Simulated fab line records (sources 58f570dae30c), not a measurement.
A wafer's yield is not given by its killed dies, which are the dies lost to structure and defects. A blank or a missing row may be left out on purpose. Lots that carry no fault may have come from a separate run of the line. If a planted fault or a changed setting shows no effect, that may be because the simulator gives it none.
fab line records	flow berkeleyCmos170
record: lots: 5	wafers: 15	lastDay: 11
route steps=331 shown M2@282 V2@292 M3@309
lots that met no fault: taken from a fault-free run of the same line
startH: hours from the record's first day to the start of the lot's first wafer shown	waitH: time in hours since the lot's previous step	" unchanged from the row above	L1.1+2: several wafers, shown together as one row	- either no value or no given start	* or withheld: withheld	< > ~ a bound
route shown NAME@n: names a module that has steps shown in the file, with the first one's number in the route	usual: mean/standard deviation taken from wafers without a fault	same: alike in all rows	chamber/n: place in a boat	sites: readings site by site	_std_site: how widely they spread, as a standard deviation	_edge_site: the outer-site mean with the inner-site mean subtracted	radiusMm: for every site, how far away it sits from the centre of the wafer	mask NAME#n: copy n	behind: tool/chamber where the wafer was last shaped	hold: the reason the lot was held/the length of the hold in hours/how it ended	device: transistor that didn't switch, given as n, p or np	end of line: at the end of the route, the tests of the same wafers	step lacking rows: just its recipe	killed: not the wafer's yield, but the dies lost to structure and defects at the first sort	map: a wafer's dies, x killed, . not, _ none there
set.NAME: the setting the step ran with; set.NAME@STEP: the setting that earlier step ran with	model.NAME: the simulator's own value behind a step, which no gauge read
certain route steps with their lots: each step a table, each wafer a row
services: a tool's chamber out of use, with start hour (startH, from the record's first day; less than 0 if before it), hours out, and reason
== steps ==
step: UCB170_M2_SOFTBAKE_11
recipe: resist: KrF	tempC: 130	timeS: 60
lot.wafer	tool	chamber	startH	waitH
L079.1+3+6	lithoTrack-01	0	-	-
L085.3+4+6	lithoTrack-02	0	-	-
L091.1+4+5	lithoTrack-01	0	-	-
L090.1+3+6	lithoTrack-03	0	-	-
L095.2+3+4	lithoTrack-02	0	-	-
step: UCB170_M2_EXPOSE_12
recipe: maskId: METAL2	targetCdNm: 700	na: 0.5	sigmaOuter: 0.6	sourceShape: conventional	doseMj: 26
usual: reticleTempC: 23.01/0.1	stageVelMmS: 499.96/0.25
same: sigmaOuter: 0.6
lot.wafer	tool	chamber	startH	waitH	mask	reticleTempC	stageVelMmS
L079.1	krfScanner-01	0	173.72	-	METAL2#0	22.98	499.67
L079.3	"	0	"	"	METAL2#0	22.81	500.17
L079.6	"	0	"	"	METAL2#0	23.15	500.46
L085.3	krfScanner-02	0	200.23	-	METAL2#0	22.96	500.07
L085.4	"	0	"	"	METAL2#0	23.03	499.62
L085.6	"	0	"	"	METAL2#0	23.05	500.23
L091.1	krfScanner-01	0	225.97	-	METAL2#0	23.05	500.15
L091.4	"	0	"	"	METAL2#0	22.96	499.87
L091.5	"	0	"	"	METAL2#0	22.94	500.09
L090.1	krfScanner-01	0	228.79	-	METAL2#0	23.01	499.82
L090.3	"	0	"	"	METAL2#0	22.93	499.73
L090.6	"	0	"	"	METAL2#0	23.06	500.40
L095.2	krfScanner-02	0	251.68	-	METAL2#0	22.94	499.63
L095.3	"	0	"	"	METAL2#0	22.98	499.63
L095.4	"	0	"	"	METAL2#0	23.18	500.02
step: UCB170_M2_PEB_13
recipe: pebTempC: 130	pebTimeS: withheld	resist: KrF
lot.wafer	tool	chamber	startH	waitH
L079.1+3+6	lithoTrack-03	0	173.93	0.2
L085.3+4+6	lithoTrack-03	0	200.36	0.1
L091.1+4+5	lithoTrack-03	0	226.18	0.2
L090.1+3+6	lithoTrack-01	0	228.91	0.1
L095.2+3+4	lithoTrack-02	0	251.90	0.2
step: UCB170_M2_DEVELOP_14
recipe: developer: TMAH	developTimeS: 45	resist: KrF	devTempC: 21
lot.wafer	tool	chamber	startH	waitH
L079.1+3+6	lithoTrack-03	0	-	-
L085.3+4+6	lithoTrack-03	0	-	-
L091.1+4+5	lithoTrack-03	0	-	-
L090.1+3+6	lithoTrack-01	0	-	-
L095.2+3+4	lithoTrack-02	0	-	-
step: UCB170_M2_CD_MEAS_15
recipe: targetCdNm: 700
usual: cdNm: 699.4/1.3
lot.wafer	tool	chamber	startH	waitH	cdNm
L079.1	cdSem-01	-	174.20	-	699.4
L079.3	"	-	"	"	699.0
L079.6	"	-	"	"	699.0
L085.3	cdSem-01	-	200.62	-	698.9
L085.4	"	-	"	"	699.5
L085.6	"	-	"	"	699.9
L091.1	cdSem-02	-	226.45	-	700.0
L091.4	"	-	"	"	700.3
L091.5	"	-	"	"	700.5
L090.1	cdSem-01	-	229.18	-	699.4
L090.3	"	-	"	"	698.2
L090.6	"	-	"	"	700.4
L095.2	cdSem-02	-	252.17	-	698.6
L095.3	"	-	"	"	697.7
L095.4	"	-	"	"	699.2
step: UCB170_M2_OVL_MEAS_16
usual: M2_OVL: 0/5
lot.wafer	tool	chamber	startH	waitH	M2_OVL[nm]
L079.1	overlay-01	-	174.32	0.1	-2
L079.3	"	-	"	"	-7
L079.6	"	-	"	"	-4
L085.3	overlay-01	-	200.72	0.1	-4
L085.4	"	-	"	"	-4
L085.6	"	-	"	"	-1
L091.1	overlay-02	-	226.57	0.1	-1
L091.4	"	-	"	"	0
L091.5	"	-	"	"	1
L090.1	overlay-02	-	229.30	0.1	4
L090.3	"	-	"	"	4
L090.6	"	-	"	"	7
L095.2	overlay-01	-	252.28	0.1	7
L095.3	"	-	"	"	6
L095.4	"	-	"	"	5
step: UCB170_M2_ETCH_17
recipe: chemistry: N2/H2	targetDepthA: withheld	overetchA: withheld	target: BARC	timeS: withheld	sourceW: 500	biasW: 100	pressureMtorr: 30	n2FlowSccm: 100	h2FlowSccm: 200
usual: drypumpMotorCurrentA: 5.8/0.56	oesProductAu: 0.992/0.02	throttleValvePct: 13.22/0.2
lot.wafer	tool	chamber	startH	waitH	drypumpMotorCurrentA	oesProductAu	throttleValvePct
L079.1	rieDiel-02	1	174.36	0.0	4.9	0.981	13.12
L079.3	"	0	"	"	5.9	0.968	13.40
L079.6	"	1	"	"	5.0	0.973	13.11
L085.3	rieDiel-02	0	200.74	0.0	5.9	0.960	13.40
L085.4	"	2	"	"	6.6	0.996	13.05
L085.6	"	3	"	"	5.2	0.965	12.94
L091.1	rieDiel-02	0	226.61	0.0	6.0	0.962	13.40
L091.4	"	1	"	"	4.9	0.989	13.12
L091.5	"	2	"	"	6.6	0.997	13.06
L090.1	rieDiel-04	0	229.34	0.0	6.1	1.007	13.01
L090.3	"	1	"	"	5.9	0.987	13.01
L090.6	"	3	"	"	6.2	0.995	13.32
L095.2	rieDiel-02	0	252.31	0.0	6.0	0.959	13.40
L095.3	"	2	"	"	6.6	1.012	13.05
L095.4	"	3	"	"	5.2	0.987	12.93
step: UCB170_M2_METAL_ETCH_18
recipe: chemistry: Cl2/BCl3	target: Al	stopOn: SiO2	pressureMtorr: 12	targetDepthA: 11700	overEtchFrac: 0.3	timeS: 195	icpW: 600	biasW: 120	Cl2_flow_sccm: 90	bcl3FlowSccm: 45
usual: drypumpMotorCurrentA: 5.5/0.32	oesProductAu: 0.861/0.012	throttleValvePct: 24.24/0.29
lot.wafer	tool	chamber	startH	waitH	drypumpMotorCurrentA	oesProductAu	rfHoursCounterH	throttleValvePct
L079.1	rieMetal-02	0	174.40	-	5.6	0.868	6	24.35
L079.3	"	0	"	"	5.6	0.856	-	24.35
L079.6	"	1	"	"	5.1	0.865	-	24.51
L085.3	rieMetal-02	0	200.84	-	5.6	0.852	-	24.38
L085.4	"	1	"	"	5.1	0.855	-	24.39
L085.6	"	0	"	"	5.6	0.862	-	24.36
L091.1	rieMetal-04	1	226.65	-	5.5	0.871	7	24.23
L091.4	"	1	"	"	5.5	0.870	-	24.23
L091.5	"	0	"	"	6.1	0.858	-	23.70
L090.1	rieMetal-03	1	229.38	-	5.3	0.855	11	24.27
L090.3	"	0	"	"	5.3	0.869	-	24.56
L090.6	"	1	"	"	5.4	0.863	-	24.28
L095.2	rieMetal-03	0	252.35	-	5.4	0.870	8	24.58
L095.3	"	1	"	"	5.3	0.853	-	24.27
L095.4	"	0	"	"	5.4	0.875	-	24.57
step: UCB170_M2_STRIP_19
recipe: chemistry: O2	powerW: 400	pressureMtorr: 3500	platenTempC: withheld	o2FlowSccm: 400	overashFraction: 0.5
usual: drypumpMotorCurrentA: 5.8/0.58	oesProductAu: 0.534/0.012
lot.wafer	tool	chamber	startH	waitH	drypumpMotorCurrentA	oesProductAu	rfHoursCounterH
L079.1	plasmaAsher-03	0	174.65	0.2	5.1	0.531	47
L079.3	"	0	"	"	5.1	0.527	-
L079.6	"	1	"	"	6.7	0.523	-
L085.3	plasmaAsher-01	1	201.00	0.1	5.2	0.520	-
L085.4	"	0	"	"	5.5	0.522	-
L085.6	"	0	"	"	5.5	0.512	-
L091.1	plasmaAsher-04	1	226.84	0.1	6.1	0.514	12
L091.4	"	1	"	"	6.1	0.523	-
L091.5	"	1	"	"	6.1	0.544	-
L090.1	plasmaAsher-01	1	229.57	0.1	5.2	0.534	58
L090.3	"	0	"	"	5.5	0.552	-
L090.6	"	1	"	"	5.2	0.532	-
L095.2	plasmaAsher-04	0	252.54	0.1	6.4	0.553	15
L095.3	"	1	"	"	6.1	0.527	-
L095.4	"	0	"	"	6.4	0.556	-
step: UCB170_M2_CD_MEAS_90
recipe: targetCdNm: 700
usual: cdNm: 700/3.2
lot.wafer	tool	chamber	startH	waitH	cdNm
L079.1	cdSem-01	-	174.75	0.1	695
L079.3	"	-	"	"	695
L079.6	"	-	"	"	702
L085.3	cdSem-01	-	201.11	0.1	695
L085.4	"	-	"	"	701
L085.6	"	-	"	"	697
L091.1	cdSem-01	-	226.94	0.1	703
L091.4	"	-	"	"	701
L091.5	"	-	"	"	703
L090.1	cdSem-01	-	229.67	0.1	702
L090.3	"	-	"	"	705
L090.6	"	-	"	"	704
L095.2	cdSem-01	-	252.66	0.1	700
L095.3	"	-	"	"	697
L095.4	"	-	"	"	701
step: UCB170_V2_CVD_00
recipe: material: SiO2	targetThkNm: 2000	tempC: 390	precursor: TEOS/O2	timeS: 250	rfW: 550	pressureMtorr: 9000
usual: heaterPowerW: 254/51
lot.wafer	tool	chamber	startH	waitH	heaterPowerW
L079.1	pecvd-03	0	174.87	0.1	292
L079.3	"	1	"	"	294
L079.6	"	1	"	"	231
L085.3	pecvd-02	0	201.19	0.1	257
L085.4	"	1	"	"	265
L085.6	"	2	"	"	174
L091.1	pecvd-01	0	227.06	0.1	288
L091.4	"	2	"	"	210
L091.5	"	1	"	"	370
L090.1	pecvd-03	1	229.79	0.1	255
L090.3	"	0	"	"	264
L090.6	"	1	"	"	320
L095.2	pecvd-02	1	252.76	0.1	242
L095.3	"	2	"	"	199
L095.4	"	1	"	"	186
step: UCB170_V2_THK_MEAS_01
recipe: reads: SiO2_of_V2_CVD_00
usual: V2_TEOS_THK: 1994/24
lot.wafer	tool	chamber	startH	waitH	V2_TEOS_THK[nm]
L079.1	filmMetro-01	-	175.03	0.1	2013
L079.3	"	-	"	"	1986
L079.6	"	-	"	"	1999
L085.3	filmMetro-04	-	201.36	0.1	1979
L085.4	"	-	"	"	1998
L085.6	"	-	"	"	1991
L091.1	filmMetro-04	-	227.22	0.1	1985
L091.4	"	-	"	"	2028
L091.5	"	-	"	"	2021
L090.1	filmMetro-02	-	229.94	0.1	1988
L090.3	"	-	"	"	1995
L090.6	"	-	"	"	2004
L095.2	filmMetro-04	-	252.93	0.1	1975
L095.3	"	-	"	"	1949
L095.4	"	-	"	"	1996
step: UCB170_V2_CMP_02
recipe: material: SiO2	downForcePsi: 6	platenRpm: 60	padVelocityMS: 0.75398
usual: motorCurrentA: 15.2/1.7
lot.wafer	tool	chamber	startH	waitH	motorCurrentA
L079.1	cmp-01	3	175.09	0.1	17.6
L079.3	"	2	"	"	12.8
L079.6	"	3	"	"	16.9
L085.4	cmp-01	0	201.40	0.0	17.7
L085.3	"	3	"	"	17.0
L085.6	"	1	"	"	12.4
L091.1	cmp-01	1	227.28	0.1	12.6
L091.4	"	2	"	"	13.0
L091.5	"	1	"	"	12.3
L090.3	cmp-02	1	230.00	0.0	14.1
L090.1	"	0	"	"	17.2
L090.6	"	1	"	"	14.9
L095.4	cmp-02	1	252.98	0.0	14.5
L095.3	"	3	"	"	15.8
L095.2	"	0	"	"	16.2
step: UCB170_V2_BOW_MEAS_03
recipe: mode: bow
usual: V2_BOW: 36/6.9
lot.wafer	tool	chamber	startH	waitH	V2_BOW[um]
L079.1	filmMetro-04	-	175.39	0.2	28
L079.3	"	-	"	"	35
L079.6	"	-	"	"	33
L085.3	filmMetro-01	-	201.74	0.1	35
L085.4	"	-	"	"	31
L085.6	"	-	"	"	31
L091.1	filmMetro-04	-	227.58	0.2	36
L091.4	"	-	"	"	39
L091.5	"	-	"	"	54
L090.1	filmMetro-01	-	230.30	0.1	40
L090.3	"	-	"	"	37
L090.6	"	-	"	"	18
L095.2	filmMetro-04	-	253.30	0.1	35
L095.3	"	-	"	"	29
L095.4	"	-	"	"	27
step: UCB170_V2_THK_MEAS_04
recipe: reads: SiO2_of_V2_CVD_00
usual: V2_POLISHED_THK: 1000.2/1.1
lot.wafer	tool	chamber	startH	waitH	V2_POLISHED_THK[nm]
L079.1	filmMetro-04	-	175.51	0.1	1003.2
L079.3	"	-	"	"	1000.2
L079.6	"	-	"	"	1001.4
L085.3	filmMetro-01	-	201.84	0.1	1002.2
L085.4	"	-	"	"	1001.1
L085.6	"	-	"	"	1000.1
L091.1	filmMetro-04	-	227.70	0.1	1002.6
L091.4	"	-	"	"	1001.6
L091.5	"	-	"	"	1000.7
L090.1	filmMetro-01	-	230.42	0.1	998.6
L090.3	"	-	"	"	998.6
L090.6	"	-	"	"	1000.5
L095.2	filmMetro-04	-	253.41	0.1	999.9
L095.3	"	-	"	"	1000.1
L095.4	"	-	"	"	998.4
step: UCB170_V2_CLEAN_05
recipe: chemistry: DIW
lot.wafer	tool	chamber	startH	waitH
L079.1+3+6	wetBench-03	2	175.57	0.1
L085.3+4+6	wetBench-03	0	201.88	0.0
L091.1+4+5	wetBench-03	1	227.76	0.1
L090.1+3+6	wetBench-03	3	230.63	0.2
L095.2+3+4	wetBench-03	3	253.51	0.1
step: UCB170_V2_HMDS_06
recipe: primeTimeS: 60	primeTempC: 100
lot.wafer	tool	chamber	startH	waitH
L079.1+3+6	lithoTrack-02	0	176.47	0.7
L085.3+4+6	lithoTrack-02	0	202.36	0.3
L091.1+4+5	lithoTrack-01	0	227.93	0.0
L090.1+3+6	lithoTrack-04	0	230.81	0.0
L095.2+3+4	lithoTrack-01	0	253.71	0.0
step: UCB170_V2_COAT_07
recipe: resist: KrF	spinRpm: 1500	resistThkNm: 900
usual: dispensePressureKPa: 53/3.2
lot.wafer	tool	chamber	startH	waitH	dispensePressureKPa
L079.1	lithoTrack-02	0	176.62	0.1	55
L079.3	"	0	"	"	55
L079.6	"	0	"	"	56
L085.3	lithoTrack-02	0	202.51	0.1	55
L085.4	"	0	"	"	55
L085.6	"	0	"	"	55
L091.1	lithoTrack-01	0	228.08	0.1	55
L091.4	"	0	"	"	55
L091.5	"	0	"	"	55
L090.1	lithoTrack-04	0	230.96	0.1	48
L090.3	"	0	"	"	48
L090.6	"	0	"	"	48
L095.2	lithoTrack-01	0	253.86	0.1	55
L095.3	"	0	"	"	55
L095.4	"	0	"	"	55
step: UCB170_V2_SOFTBAKE_08
recipe: resist: KrF	tempC: 130	timeS: 60
lot.wafer	tool	chamber	startH	waitH
L079.1+3+6	lithoTrack-02	0	176.77	0.1
L085.3+4+6	lithoTrack-02	0	202.66	0.1
L091.1+4+5	lithoTrack-01	0	228.23	0.1
L090.1+3+6	lithoTrack-04	0	231.11	0.1
L095.2+3+4	lithoTrack-01	0	254.01	0.1
step: UCB170_V2_EXPOSE_09
recipe: maskId: VIA2	targetCdNm: 700	na: 0.5	sigmaOuter: 0.6	sourceShape: conventional	doseMj: 37
usual: reticleTempC: 22.98/0.11	stageVelMmS: 500.03/0.22
same: sigmaOuter: 0.6
lot.wafer	tool	chamber	startH	waitH	mask	reticleTempC	stageVelMmS
L079.1	krfScanner-02	0	176.92	0.1	VIA2#0	23.00	499.84
L079.3	"	0	"	"	VIA2#0	23.05	500.14
L079.6	"	0	"	"	VIA2#0	23.02	499.97
L085.3	krfScanner-02	0	202.92	0.2	VIA2#0	23.02	500.14
L085.4	"	0	"	"	VIA2#0	22.88	499.95
L085.6	"	0	"	"	VIA2#0	23.06	500.00
L091.1	krfScanner-02	0	228.38	0.1	VIA2#0	22.91	499.85
L091.4	"	0	"	"	VIA2#0	22.99	500.10
L091.5	"	0	"	"	VIA2#0	22.89	499.95
L090.1	krfScanner-02	0	231.26	0.1	VIA2#0	22.84	499.98
L090.3	"	0	"	"	VIA2#0	23.18	500.00
L090.6	"	0	"	"	VIA2#0	22.90	500.13
L095.2	krfScanner-02	0	254.21	0.2	VIA2#0	22.95	499.84
L095.3	"	0	"	"	VIA2#0	22.85	499.72
L095.4	"	0	"	"	VIA2#0	22.90	499.40
step: UCB170_V2_PEB_10
recipe: pebTempC: 130	pebTimeS: withheld	resist: KrF
lot.wafer	tool	chamber	startH	waitH
L079.1+3+6	lithoTrack-01	0	177.21	0.3
L085.3+4+6	lithoTrack-01	0	203.05	0.1
L091.1+4+5	lithoTrack-04	0	228.50	0.1
L090.1+3+6	lithoTrack-04	0	231.53	0.3
L095.2+3+4	lithoTrack-02	0	254.37	0.1
step: UCB170_V2_DEVELOP_11
recipe: developer: TMAH	developTimeS: 45	resist: KrF	devTempC: 21
lot.wafer	tool	chamber	startH	waitH
L079.1+3+6	lithoTrack-01	0	-	-
L085.3+4+6	lithoTrack-01	0	-	-
L091.1+4+5	lithoTrack-04	0	-	-
L090.1+3+6	lithoTrack-04	0	-	-
L095.2+3+4	lithoTrack-02	0	-	-
step: UCB170_V2_CD_MEAS_12
recipe: targetCdNm: 700
usual: cdNm: 700.1/1.2
lot.wafer	tool	chamber	startH	waitH	cdNm
L079.1	cdSem-01	-	177.51	-	700.2
L079.3	"	-	"	"	701.0
L079.6	"	-	"	"	700.1
L085.3	cdSem-01	-	203.31	-	698.7
L085.4	"	-	"	"	700.1
L085.6	"	-	"	"	698.8
L091.1	cdSem-02	-	228.77	-	703.1
L091.4	"	-	"	"	703.1
L091.5	"	-	"	"	702.6
L090.1	cdSem-01	-	231.81	-	700.7
L090.3	"	-	"	"	700.0
L090.6	"	-	"	"	699.6
L095.2	cdSem-01	-	254.64	-	701.3
L095.3	"	-	"	"	701.9
L095.4	"	-	"	"	700.5
step: UCB170_V2_OVL_MEAS_13
usual: V2_OVL: -1/6
lot.wafer	tool	chamber	startH	waitH	V2_OVL[nm]
L079.1	overlay-01	-	177.63	0.1	-12
L079.3	"	-	"	"	-8
L079.6	"	-	"	"	-13
L085.3	overlay-02	-	203.40	0.1	-7
L085.4	"	-	"	"	-1
L085.6	"	-	"	"	-1
L091.1	overlay-01	-	228.89	0.1	-5
L091.4	"	-	"	"	-2
L091.5	"	-	"	"	-4
L090.1	overlay-01	-	231.93	0.1	8
L090.3	"	-	"	"	5
L090.6	"	-	"	"	3
L095.2	overlay-01	-	254.75	0.1	-7
L095.3	"	-	"	"	-2
L095.4	"	-	"	"	-9
step: UCB170_V2_ETCH_14
recipe: chemistry: CHF3/CF4/Ar	target: SiO2	stopOn: Al	CHF3_flow_sccm: 45	cf4FlowSccm: 15	Ar_flow_sccm: 150	pressureMtorr: 200	rfW: 700	targetDepthA: 12500	overEtchFrac: 0.25	timeS: 291
usual: drypumpMotorCurrentA: 5.9/0.47	oesProductAu: 0.872/0.013	throttleValvePct: 6.93/0.13
lot.wafer	tool	chamber	startH	waitH	drypumpMotorCurrentA	oesProductAu	rfHoursCounterH	throttleValvePct
L079.1	rieDiel-03	0	177.67	0.0	6.4	0.880	118	6.92
L079.3	"	2	"	"	5.4	0.849	60	7.24
L079.6	"	2	"	"	5.4	0.855	-	7.24
L085.3	rieDiel-01	2	203.43	0.0	6.5	0.873	55	6.90
L085.4	"	1	"	"	5.1	0.881	22	6.98
L085.6	"	0	"	"	6.3	0.850	-	7.10
L091.1	rieDiel-03	0	228.93	0.0	6.4	0.873	119	6.92
L091.4	"	2	"	"	5.4	0.854	63	7.25
L091.5	"	0	"	"	6.4	0.874	-	6.91
L090.1	rieDiel-01	2	231.96	0.0	6.5	0.873	56	6.90
L090.3	"	0	"	"	6.3	0.855	89	7.11
L090.6	"	2	"	"	6.5	0.882	-	6.89
L095.2	rieDiel-01	3	254.78	0.0	6.2	0.903	25	6.87
L095.3	"	1	"	"	5.1	0.875	25	6.97
L095.4	"	2	"	"	6.5	0.873	57	6.89
step: UCB170_V2_STRIP_15
recipe: chemistry: O2	powerW: 400	pressureMtorr: 3500	platenTempC: withheld	o2FlowSccm: 400	overashFraction: 0.5
usual: drypumpMotorCurrentA: 5.7/0.57	oesProductAu: 0.722/0.004	stripTimeToEndpointS: 15.37/0.086
lot.wafer	tool	chamber	startH	waitH	drypumpMotorCurrentA	oesProductAu	rfHoursCounterH	stripTimeToEndpointS
L079.1	plasmaAsher-01	0	177.84	0.1	5.5	0.720	52	15.42
L079.3	"	1	"	"	5.2	0.719	-	15.38
L079.6	"	1	"	"	5.2	0.715	-	15.32
L085.3	plasmaAsher-03	0	203.64	0.1	5.1	0.720	-	15.25
L085.4	"	1	"	"	6.7	0.721	-	15.47
L085.6	"	0	"	"	5.2	0.723	-	15.34
L091.1	plasmaAsher-03	1	229.11	0.1	6.8	0.724	53	15.46
L091.4	"	0	"	"	5.1	0.723	-	15.32
L091.5	"	0	"	"	5.2	0.717	-	15.40
L090.1	plasmaAsher-01	0	232.14	0.1	5.5	0.717	58	15.25
L090.3	"	0	"	"	5.5	0.718	-	15.37
L090.6	"	0	"	"	5.6	0.719	-	15.25
L095.2	plasmaAsher-01	1	254.96	0.1	5.2	0.720	60	15.43
L095.3	"	1	"	"	5.2	0.731	-	15.38
L095.4	"	0	"	"	5.5	0.727	-	15.28
step: UCB170_V2_CD_MEAS_90
recipe: targetCdNm: 700
usual: cdNm: 699.9/1.3
lot.wafer	tool	chamber	startH	waitH	cdNm
L079.1	cdSem-01	-	177.94	0.1	700.7
L079.3	"	-	"	"	701.8
L079.6	"	-	"	"	700.8
L085.3	cdSem-02	-	203.75	0.1	698.7
L085.4	"	-	"	"	699.3
L085.6	"	-	"	"	699.1
L091.1	cdSem-02	-	229.21	0.1	702.7
L091.4	"	-	"	"	702.3
L091.5	"	-	"	"	702.0
L090.1	cdSem-02	-	232.24	0.1	700.2
L090.3	"	-	"	"	700.8
L090.6	"	-	"	"	699.6
L095.2	cdSem-02	-	255.08	0.1	700.6
L095.3	"	-	"	"	701.5
L095.4	"	-	"	"	700.3
step: UCB170_M3_PRE_CLEAN_00
recipe: gas: Ar	precleanEtchTimeS: 60
lot.wafer	tool	chamber	startH	waitH
L079.1+3+6	pvdSputter-02	-	178.06	0.1
L085.3+4+6	pvdSputter-04	-	203.83	0.1
L091.1+4+5	pvdSputter-04	-	229.33	0.1
L090.1+3+6	pvdSputter-02	-	232.36	0.1
L095.2+3+4	pvdSputter-04	-	255.18	0.1
step: UCB170_M3_SPUTTER_01
recipe: material: Al	targetThkNm: 900	timeS: 120	powerW: 6000	chamberPressurePa: 0.5
usual: throttleValvePct: 29.5/0.86
lot.wafer	tool	chamber	startH	waitH	throttleValvePct
L079.1	pvdSputter-02	-	178.13	0.0	30.2
L079.3	"	-	"	"	29.6
L079.6	"	-	"	"	29.2
L085.3	pvdSputter-04	-	203.89	0.0	29.7
L085.4	"	-	"	"	31.3
L085.6	"	-	"	"	29.0
L091.1	pvdSputter-04	-	229.39	0.0	29.3
L091.4	"	-	"	"	29.5
L091.5	"	-	"	"	29.5
L090.1	pvdSputter-02	-	232.43	0.0	29.4
L090.3	"	-	"	"	30.3
L090.6	"	-	"	"	30.0
L095.2	pvdSputter-04	-	255.24	0.0	31.3
L095.3	"	-	"	"	29.2
L095.4	"	-	"	"	29.9
step: UCB170_M3_RS_MEAS_02
recipe: thkMeasGauge: four-point-probe	reads: Al_of_M3_SPUTTER_01
usual: M3_AL_RS: 0.0322/0.00044
lot.wafer	tool	chamber	startH	waitH	M3_AL_RS[ohm/sq]
L079.1	filmMetro-02	-	178.21	0.0	0.0328
L079.3	"	-	"	"	0.0321
L079.6	"	-	"	"	0.0323
L085.3	filmMetro-04	-	204.02	0.1	0.0319
L085.4	"	-	"	"	0.0323
L085.6	"	-	"	"	0.0324
L091.1	filmMetro-04	-	229.48	0.0	0.0330
L091.4	"	-	"	"	0.0323
L091.5	"	-	"	"	0.0325
L090.1	filmMetro-04	-	232.51	0.0	0.0312
L090.3	"	-	"	"	0.0321
L090.6	"	-	"	"	0.0322
L095.2	filmMetro-02	-	255.37	0.1	0.0322
L095.3	"	-	"	"	0.0325
L095.4	"	-	"	"	0.0322
step: UCB170_M3_THK_MEAS_03
recipe: thkMeasGauge: xrf	reads: Al_of_M3_SPUTTER_01
usual: M3_AL_THK: 888/13
lot.wafer	tool	chamber	startH	waitH	M3_AL_THK[nm]
L079.1	filmMetro-02	-	178.33	0.1	873
L079.3	"	-	"	"	890
L079.6	"	-	"	"	885
L085.3	filmMetro-04	-	204.12	0.1	898
L085.4	"	-	"	"	889
L085.6	"	-	"	"	881
L091.1	filmMetro-04	-	229.60	0.1	871
L091.4	"	-	"	"	890
L091.5	"	-	"	"	886
L090.1	filmMetro-04	-	232.63	0.1	920
L090.3	"	-	"	"	899
L090.6	"	-	"	"	897
L095.2	filmMetro-02	-	255.48	0.1	887
L095.3	"	-	"	"	880
L095.4	"	-	"	"	889
step: UCB170_M3_HMDS_04
recipe: primeTimeS: 60	primeTempC: 100
lot.wafer	tool	chamber	startH	waitH
L079.1+3+6	lithoTrack-02	0	178.39	0.1
L085.3+4+6	lithoTrack-04	0	204.21	0.1
L091.1+4+5	lithoTrack-02	0	229.73	0.1
L090.1+3+6	lithoTrack-02	0	232.69	0.1
L095.2+3+4	lithoTrack-04	0	255.55	0.1
step: UCB170_M3_COAT_05
recipe: resist: KrF	spinRpm: 1500	resistThkNm: 900
usual: dispensePressureKPa: 49/4.7
lot.wafer	tool	chamber	startH	waitH	dispensePressureKPa
L079.1	lithoTrack-02	0	178.54	0.1	56
L079.3	"	0	"	"	56
L079.6	"	0	"	"	55
L085.3	lithoTrack-04	0	204.36	0.1	48
L085.4	"	0	"	"	48
L085.6	"	0	"	"	48
L091.1	lithoTrack-02	0	229.88	0.1	56
L091.4	"	0	"	"	56
L091.5	"	0	"	"	56
L090.1	lithoTrack-02	0	232.84	0.1	55
L090.3	"	0	"	"	55
L090.6	"	0	"	"	55
L095.2	lithoTrack-04	0	255.70	0.1	48
L095.3	"	0	"	"	48
L095.4	"	0	"	"	48
step: UCB170_M3_SOFTBAKE_06
recipe: resist: KrF	tempC: 130	timeS: 60
lot.wafer	tool	chamber	startH	waitH
L079.1+3+6	lithoTrack-02	0	178.69	0.1
L085.3+4+6	lithoTrack-04	0	204.51	0.1
L091.1+4+5	lithoTrack-02	0	230.03	0.1
L090.1+3+6	lithoTrack-02	0	232.99	0.1
L095.2+3+4	lithoTrack-04	0	255.85	0.1
== services ==
tool	chamber	startH	hours	kind
rieDiel-03	1	154.02	4.5	repair
rieDiel-01	1	154.12	6.7	repair
pecvd-02	0	155.31	4.6	repair
cmp-02	-	161.00	3.6	repair
pecvd-01	2	162.26	6.2	repair
rieDiel-01	-	167.49	1.5	repair
pvdSputter-04	-	174.67	6.0	repair
cmp-02	-	176.20	0.2	repair
krfScanner-01	-	177.46	3.7	repair
rieDiel-02	1	181.35	3.7	repair
pecvd-01	-	194.02	1.2	repair
pvdSputter-04	-	196.77	3.2	repair
pecvd-03	-	205.48	2.8	pm
pecvd-01	-	211.59	6.0	pm
krfScanner-01	-	217.19	1.0	pm
krfScanner-02	-	221.67	1.0	pm
pecvd-02	2	228.80	6.7	repair
krfScanner-02	-	231.37	0.8	pm
cmp-01	-	232.00	4.0	pm
krfScanner-01	-	233.77	0.8	pm
cmp-01	-	234.77	2.5	repair
pecvd-02	-	236.06	2.8	pm
rieDiel-03	-	236.88	1.1	repair
pecvd-03	-	242.50	14.0	pm
== key ==
fault none
